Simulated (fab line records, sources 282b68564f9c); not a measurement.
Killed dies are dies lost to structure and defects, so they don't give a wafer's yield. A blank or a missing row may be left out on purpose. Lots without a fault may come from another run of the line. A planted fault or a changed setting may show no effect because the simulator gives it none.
Which tool did it? | flow rit_cmos | 6 lots, 18 wafers sampled, at 2 steps of a route of 202

WHAT THE GAUGES READ, wafer by wafer
RIT_ACTIVE_CD_MEAS_11: target cd 1400 nm.
lot  | measured    | on        | cd_nm (nm)
L701 | day 1 20:36 | cd_sem-01 | 1399.2 1398.4 1397.5
L704 | day 2 11:05 | cd_sem-02 | 1401.9 1402.8 1402.3
L706 | day 2 21:55 | cd_sem-02 | 1399.2 1399.4 1402.7
L714 | day 4 18:08 | cd_sem-02 | 1396.3 1397.0 1396.6
L719 | day 5 13:53 | cd_sem-02 | 1399.1 1398.9 1401.7
L722 | day 6 05:15 | cd_sem-01 | 1401.0 1401.5 1401.4

WHICH TOOL RAN EACH LOT (tool, then ch and the chambers of the sampled wafers, then the start)
lot  | RIT_ACTIVE_DEVELOP_10
L701 | litho_track-04 ch 0, day 1 20:00
L704 | litho_track-03 ch 0, day 2 10:00
L706 | litho_track-03 ch 0, day 2 21:00
L714 | litho_track-04 ch 0, day 4 18:00
L719 | litho_track-04 ch 0, day 5 13:00
L722 | litho_track-04 ch 0, day 6 05:00
- RIT_ACTIVE_DEVELOP_10: develop time 50 s.

THE ANSWER, worked out from the rows above alone
Rule: what is usual is taken from the lots themselves. Put in order of their means at a reading, lots are off if they are a third of the lots or fewer, leave a main group of 4 or more, and stand apart from it by a gap of 3 or more times the standard deviation of the main group's means; of several such gaps the widest counts. A main group whose means are all the same, to the digits that the tables above print for the reading, isn't used. A lot without any number at a reading at which 4 lots or more have one is off too. The other lots that the step has rows for count as sound.
No lot is off at any reading shown: from this, nothing can be told.

WHAT THE SIMULATOR HAD PUT IN
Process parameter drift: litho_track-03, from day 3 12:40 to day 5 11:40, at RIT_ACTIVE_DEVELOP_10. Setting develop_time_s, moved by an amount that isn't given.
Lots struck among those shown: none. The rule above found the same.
